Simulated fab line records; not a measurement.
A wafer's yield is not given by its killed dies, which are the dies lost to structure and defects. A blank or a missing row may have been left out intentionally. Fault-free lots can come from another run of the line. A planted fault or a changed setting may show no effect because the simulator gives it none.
What tool caused it? | flow ritCmos | 14 lots, 42 wafers sampled, at 2 steps of a route of 202

== WHAT EACH GAUGE READ, for each wafer ==
RIT_M1_CD_MEAS_09: the cd target is 2600 nm. Usual: cdNm 2600.0 nm, standard deviation 1.9.
lot  | measured    | on       | cdNm (nm)            | flag
L434 | day 3 17:34 | cdSem-02 | 2602.2 2603.0 2602.9 | 
L435 | day 3 21:44 | cdSem-02 | 2599.0 2599.1 2600.3 | 
L437 | day 4 09:31 | cdSem-02 | 2598.1 2600.6 2598.8 | 
L438 | day 4 15:51 | cdSem-02 | 2600.0 2601.9 2600.2 | 
L439 | day 4 18:28 | cdSem-01 | 2600.0 2601.7 2598.8 | 
L440 | day 4 22:19 | cdSem-01 | 2600.3 2599.3 2601.2 | 
L442 | day 5 06:24 | cdSem-01 | 2598.9 2599.0 2598.0 | 
L443 | day 5 10:47 | cdSem-01 | 2601.2 2602.2 2600.7 | 
L444 | day 5 15:03 | cdSem-01 | 2601.6 2601.0 2599.8 | 
L447 | day 6 04:51 | cdSem-02 | 2528.1 2530.9 2527.4 | OFF
L448 | day 6 06:43 | cdSem-02 | 2529.1 2529.9 2528.9 | OFF
L452 | day 7 06:23 | cdSem-01 | 2602.8 2602.8 2602.5 | 
L456 | day 8 04:32 | cdSem-02 | 2599.4 2600.2 2600.8 | 
L457 | day 8 11:43 | cdSem-01 | 2598.6 2599.5 2599.9 | 

== WHAT TOOL EACH LOT RAN ON (gives the tool, then ch and the chambers of the sampled wafers, and finally the start) ==
lot  | RIT_M1_COAT_04
L434 | lithoTrack-04 ch 0, day 3 16:50
L435 | lithoTrack-04 ch 0, day 3 21:00
L437 | lithoTrack-03 ch 0, day 4 08:22
L438 | lithoTrack-04 ch 0, day 4 14:57
L439 | lithoTrack-01 ch 0, day 4 17:40
L440 | lithoTrack-03 ch 0, day 4 21:35
L442 | lithoTrack-04 ch 0, day 5 05:37
L443 | lithoTrack-01 ch 0, day 5 10:03
L444 | lithoTrack-03 ch 0, day 5 14:12
L447 | lithoTrack-01 ch 0, day 6 04:00
L448 | lithoTrack-01 ch 0, day 6 05:52
L452 | lithoTrack-03 ch 0, day 7 05:39
L456 | lithoTrack-04 ch 0, day 8 03:41
L457 | lithoTrack-04 ch 0, day 8 11:00
- RIT_M1_COAT_04: resist thk 1300 nm.

== WHAT THE TOOLS THEMSELVES READ (means of the sampled wafers that have a number; where no wafer has one, the mark that the record gives instead) ==
The record holds no such reading with a usual standard deviation.

== THE ANSWER, worked out from the rows above alone ==
Rule: a lot is off if the mean of its wafers that have a number lies more than 3 standard deviations from the usual mean. A lot without any number at a reading at which 4 lots or more have one is off too. The other lots that the step has rows for count as sound. First the gauges in route order, then the tools' own readings, where a lot's mean is used as printed above. At the first step where some lot is off, the reading lying furthest off is the one used; lots without a number count as furthest.
Off: L447, L448 (RIT_M1_CD_MEAS_09, cdNm).
If a tool, at a process step before that reading, ran all the lots that are off and no sound lot after the first of them, it fits. Gauges at RIT_M1_CD_MEAS_09: tried the same way as those tools. One fits: RIT_M1_COAT_04 on lithoTrack-01. Its last sound lot is L443 (day 5 10:03), its first lot that is off L447 (day 6 04:00): a fault that began between those two fits.

== WHAT HAD BEEN PUT IN BY THE SIMULATOR ==
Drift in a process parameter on lithoTrack-01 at RIT_M1_COAT_04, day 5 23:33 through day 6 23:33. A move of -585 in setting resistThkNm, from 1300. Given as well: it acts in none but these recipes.
Shown lots that were struck: L447, L448. This agrees with what the rule above found.
